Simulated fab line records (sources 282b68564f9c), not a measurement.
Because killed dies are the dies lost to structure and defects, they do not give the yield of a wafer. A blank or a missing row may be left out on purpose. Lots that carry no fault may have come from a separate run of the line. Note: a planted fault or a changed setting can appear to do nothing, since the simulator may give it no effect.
Which tool is to blame? | flow rit-cmos | 21 wafers from 7 lots sampled at 2 of the route's 202 steps

## WHAT THE GAUGES SHOWED, per wafer
RIT_PLDD_OVL_MEAS_06.
lot  | measured    | on         | PLDD_OVL (nm)
L189 | day 3 09:42 | overlay-01 | 2.8 0.7 0.1
L191 | day 3 22:15 | overlay-02 | -0.1 -0.5 0.4
L193 | day 4 07:36 | overlay-02 | 0.7 0.1 1.5
L196 | day 5 01:18 | overlay-02 | -0.3 -0.2 2.9
L201 | day 6 02:15 | overlay-01 | 0.7 -0.3 0.8
L206 | day 7 02:52 | overlay-01 | -0.9 0.8 0.6
L209 | day 7 21:08 | overlay-01 | 0.0 2.0 1.6

## WHAT TOOL EACH LOT RAN ON (gives the tool, then ch and the chambers of the sampled wafers, and finally the start)
lot  | RIT_NLDD_STRIP_09
L189 | plasma-asher-02 ch 0,1, day 3 08:20
L191 | plasma-asher-04 ch 0,1, day 3 20:53
L193 | plasma-asher-01 ch 0,1, day 4 06:23
L196 | plasma-asher-01 ch 0,1, day 5 00:05
L201 | plasma-asher-04 ch 0,1, day 6 00:55
L206 | plasma-asher-04 ch 0,1, day 7 01:40
L209 | plasma-asher-04 ch 1, day 7 20:01
- RIT_NLDD_STRIP_09: strips in O2, time 180 s.

## THE ANSWER, worked out from the rows above alone
Rule: usual is defined by the lots themselves. The widest of any qualifying gaps counts: lots, ordered by their means at a reading, are off when they make up no more than a third of the lots, leave a main group of 4 or more, and stand apart from it by 3 or more times the standard deviation of that group's means. The tables above print the reading to a certain number of digits; a main group whose means all agree to those digits is not used. Also off: a lot with no number at a reading for which 4 or more lots have one. The other lots that the step has rows for count as sound.
Across all readings shown, no lot is off: no conclusion can be drawn from this.

## WHAT THE SIMULATOR PUT IN
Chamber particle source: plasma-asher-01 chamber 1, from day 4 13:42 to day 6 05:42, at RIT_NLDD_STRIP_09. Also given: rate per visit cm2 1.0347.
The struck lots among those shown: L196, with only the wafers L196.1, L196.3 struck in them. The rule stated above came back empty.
